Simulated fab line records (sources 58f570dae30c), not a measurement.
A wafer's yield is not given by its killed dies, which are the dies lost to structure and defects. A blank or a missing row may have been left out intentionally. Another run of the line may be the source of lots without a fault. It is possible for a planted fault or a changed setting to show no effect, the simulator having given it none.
The tool behind it: which one?    flow berkeley-cmos170    7 lots with 21 wafers sampled at 3 steps, on a route of 331 steps

== WHAT EACH GAUGE READ, for each wafer ==
UCB170_CONTACT_THK_MEAS_02.
lot   measured      on             CONTACT_PSG_THK (nm)
L908  day 8 05:37   film-metro-02  694 692 692
L910  day 9 08:55   film-metro-04  695 692 691
L915  day 9 09:01   film-metro-02  694 697 698
L917  day 9 23:38   film-metro-03  692 695 692
L920  day 10 22:24  film-metro-02  705 706 707
L923  day 10 23:17  film-metro-04  863 864 861 864 864 860
L930  day 12 04:56  film-metro-03  702 703 707

== TOOL THAT RAN EACH LOT (tool first, then ch and the chambers of the sampled wafers, then the start) ==
lot   UCB170_ZERO_ETCH_06                UCB170_CONTACT_CVD_01
L908  rie-diel-04 ch 1,2,3, day 2 05:20  lpcvd-02 ch 1, day 8 03:50
L910  rie-diel-02 ch 0,2,3, day 2 11:03  lpcvd-01 ch 1, day 9 07:07
L915  rie-diel-01 ch 0,1,2, day 3 20:23  lpcvd-01 ch 0, day 9 07:07
L917  rie-diel-02 ch 2,3, day 4 00:14    lpcvd-02 ch 0, day 9 20:58
L920  rie-diel-04 ch 0,1,3, day 4 14:44  lpcvd-01 ch 1, day 10 20:36
L923  rie-diel-04 ch 1,2,3, day 5 01:54  lpcvd-02 ch 0, day 10 21:30
L930  rie-diel-01 ch 0,1, day 6 13:21    lpcvd-01 ch 1, day 12 03:08
- UCB170_ZERO_ETCH_06: etches SiO2 in CHF3/CF4/Ar, time 12 s.
- UCB170_CONTACT_CVD_01: deposits PSG from SiH4/O2/PH3, target thk 700 nm, time 2820 s.

== THE ANSWER, worked out from the rows above alone ==
Rule: what is usual is taken from the lots themselves. Put in order of their means at a reading, lots are off if they are a third of the lots or fewer, leave a main group of 4 or more, and stand apart from it by a gap of 3 or more times the standard deviation of the main group's means; of several such gaps the widest counts. If all means in a main group match to the digits the tables above print for the reading, that group is not used. Also off: a lot with no number at a reading for which 4 or more lots have one. Any other lot the step has rows for is counted as sound.
Off: L923, seen at UCB170_CONTACT_THK_MEAS_02 (CONTACT_PSG_THK). Mean 697 nm and standard deviation 5.5 in the main group.
If a tool, at a process step before that reading, ran all the lots that are off and no sound lot after the first of them, it fits. Those tools and the gauges at UCB170_CONTACT_THK_MEAS_02 are tried in the same way. Can't be told from this: 3 tools fit, rie-diel-04 at UCB170_ZERO_ETCH_06, lpcvd-02 at UCB170_CONTACT_CVD_01, film-metro-04 at UCB170_CONTACT_THK_MEAS_02.

== WHAT THE SIMULATOR HAD INSERTED ==
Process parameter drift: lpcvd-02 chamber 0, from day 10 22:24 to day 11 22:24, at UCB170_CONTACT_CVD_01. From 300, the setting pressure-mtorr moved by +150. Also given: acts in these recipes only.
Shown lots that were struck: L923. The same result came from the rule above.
